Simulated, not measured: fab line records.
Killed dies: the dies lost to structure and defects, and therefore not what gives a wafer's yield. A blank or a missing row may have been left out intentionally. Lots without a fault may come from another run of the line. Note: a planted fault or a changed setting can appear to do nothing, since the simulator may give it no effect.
2 desks, one fault :: flow rit cmos :: numbers are kept per desk, each desk with only its own; the story behind them comes last

AT THE METROLOGY DESK
What the gauges read, lot by lot, whatever tool the lot ran on: means of the sampled wafers that have a number. Any lot whose mean is over 4 standard deviations away from the usual mean is out of limits and marked OUT; that distance is given in the brackets.
Columns: A = cd nm at RIT_ACTIVE_CD_MEAS_90, usual 1400.2 nm; B = PWELL_RS at RIT_WELLDRIVE_RS_MEAS_02, usual 429.5 ohm/sq; C = GATE_OXIDE_THK at RIT_GATE_THK_MEAS_07, usual 3.04 nm
lot: L744
first seen here: day 1 15:44
A: 1400.9
B: 430.1
C: 3.05

lot: L746
first seen here: day 2 01:28
A: 1399.7
B: 428.0
C: 2.98

lot: L747
first seen here: day 2 06:15
A: 1398.2
B: 431.3
C: 3.10

lot: L750
first seen here: day 2 23:48
A: 1401.3
B: 428.4
C: 3.03

lot: L751
first seen here: day 3 03:05
A: 1400.6
B: 430.3
C: 2.92

lot: L752
first seen here: day 3 07:19
A: 1403.6
B: 429.0
C: 3.17

lot: L753
first seen here: day 3 12:08
A: 1401.0
B: 429.1
C: 3.05

lot: L754
first seen here: day 3 17:04
A: 1397.7
B: 427.9
C: 3.02

lot: L755
first seen here: day 3 22:10
A: 1401.7
B: 428.7
C: 2.95

lot: L756
first seen here: day 4 03:01
A: 1399.7
B: 430.5
C: 2.94

lot: L762
first seen here: day 5 10:36
A: 1396.5
B: 405.3 (-20) OUT
C: 3.05

lot: L764
first seen here: day 5 21:14
A: 1395.9
B: 404.4 (-21) OUT
C: 3.15

lot: L766
first seen here: day 6 15:13
A: 1400.3
B: 428.5
C: 3.03

lot: L767
first seen here: day 6 15:28
A: 1399.3
B: 427.6
C: 3.04
Per this desk, out of limits: L762, L764; the first was L762, day 6 09:22 (PWELL_RS at RIT_WELLDRIVE_RS_MEAS_02). Within limits: L744, L746, L747, L750, L751, L752, L753, L754, L755, L756, L766, L767.

AT THE TOOL OWNER'S DESK: implanter-04
The tool's own readings at RIT_PWELL_IMPLANT_08, given as means over the sampled wafers that have a number, one for each lot that went through this tool. Any lot whose mean is over 4 standard deviations away from the usual mean is out of limits and marked OUT; that distance is given in the brackets.
Columns: A = dose ions cm2 at RIT_PWELL_IMPLANT_08, usual 7e+13; B = faraday current uA at RIT_PWELL_IMPLANT_08, usual 221
lot: L746
first seen here: day 2 09:38
A: 7e+13
B: 220

lot: L756
first seen here: day 4 17:32
A: 7e+13
B: 220

lot: L762
first seen here: day 5 23:17
A: 8e+13 (+97) OUT
B: 238

lot: L764
first seen here: day 6 17:22
A: 8e+13 (+96) OUT
B: 245 (+4.9) OUT
This desk's verdict: out of limits on L762, L764, starting with L762 at day 5 23:17 (dose ions cm2 at RIT_PWELL_IMPLANT_08). Within limits: L746, L756.

ALL TOGETHER
An alarm could have come from the tool owner's desk at day 5 23:17, on L762, L764.
At day 6 09:22 the metrology desk could have sounded an alarm, on L762, L764.
All the named lots went through RIT_PWELL_IMPLANT_08 on implanter-04.

WHAT THE SIMULATOR HAD PUT IN
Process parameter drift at RIT_PWELL_IMPLANT_08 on implanter-04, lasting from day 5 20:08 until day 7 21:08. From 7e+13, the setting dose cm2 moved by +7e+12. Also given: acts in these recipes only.
Lots struck among those shown: L762, L764.
Hours from the fault's start to each desk's first reading out of limits: the tool owner's desk, 3; the metrology desk, 13.
